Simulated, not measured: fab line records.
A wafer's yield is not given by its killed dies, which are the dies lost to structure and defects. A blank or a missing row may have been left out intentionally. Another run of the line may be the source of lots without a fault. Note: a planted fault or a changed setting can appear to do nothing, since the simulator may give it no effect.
Which of the tools did it? || flow rit_cmos || 6 lots with 18 wafers sampled at 2 steps, on a route of 202 steps

## WHAT EACH GAUGE READ, for each wafer
RIT_CONTACT_THK_MEAS_01.
{"lot": "L324", "measured": "day 3 08:18", "on": "film_metro-04", "CONTACT_TEOS_THK (nm)": "406 408 410"}
{"lot": "L326", "measured": "day 3 17:29", "on": "film_metro-03", "CONTACT_TEOS_THK (nm)": "399 403 406"}
{"lot": "L328", "measured": "day 4 04:00", "on": "film_metro-01", "CONTACT_TEOS_THK (nm)": "404 411 414"}
{"lot": "L331", "measured": "day 4 18:02", "on": "film_metro-01", "CONTACT_TEOS_THK (nm)": "402 406 403"}
{"lot": "L334", "measured": "day 5 09:16", "on": "film_metro-03", "CONTACT_TEOS_THK (nm)": "400 405 415"}
{"lot": "L344", "measured": "day 7 12:04", "on": "film_metro-03", "CONTACT_TEOS_THK (nm)": "404 401 411"}

## WHAT TOOL EACH LOT RAN ON (gives the tool, then ch and the chambers of the sampled wafers, and finally the start)
{"lot": "L324", "RIT_CONTACT_CVD_00": "pecvd-04 ch 0,1, day 3 08:14"}
{"lot": "L326", "RIT_CONTACT_CVD_00": "pecvd-02 ch 0,2, day 3 17:26"}
{"lot": "L328", "RIT_CONTACT_CVD_00": "pecvd-03 ch 0,1, day 4 03:57"}
{"lot": "L331", "RIT_CONTACT_CVD_00": "pecvd-03 ch 1,2, day 4 17:58"}
{"lot": "L334", "RIT_CONTACT_CVD_00": "pecvd-03 ch 0,1,2, day 5 09:13"}
{"lot": "L344", "RIT_CONTACT_CVD_00": "pecvd-04 ch 0,2, day 7 12:01"}
- RIT_CONTACT_CVD_00: deposits SiO2 from TEOS, target thk 400 nm, time 61.82 s.

## THE ANSWER, worked out from the rows above alone
Rule: usual is defined by the lots themselves. Put in order of their means at a reading, lots are off if they are a third of the lots or fewer, leave a main group of 4 or more, and stand apart from it by a gap of 3 or more times the standard deviation of the main group's means; of several such gaps the widest counts. A main group is skipped when, at the precision printed for the reading in the tables above, its means are all equal. A lot without any number at a reading at which 4 lots or more have one is off too. The other lots that the step has rows for count as sound.
Nothing can be told from this: no lot is off at any reading shown.

## WHAT THE SIMULATOR HAD PUT IN
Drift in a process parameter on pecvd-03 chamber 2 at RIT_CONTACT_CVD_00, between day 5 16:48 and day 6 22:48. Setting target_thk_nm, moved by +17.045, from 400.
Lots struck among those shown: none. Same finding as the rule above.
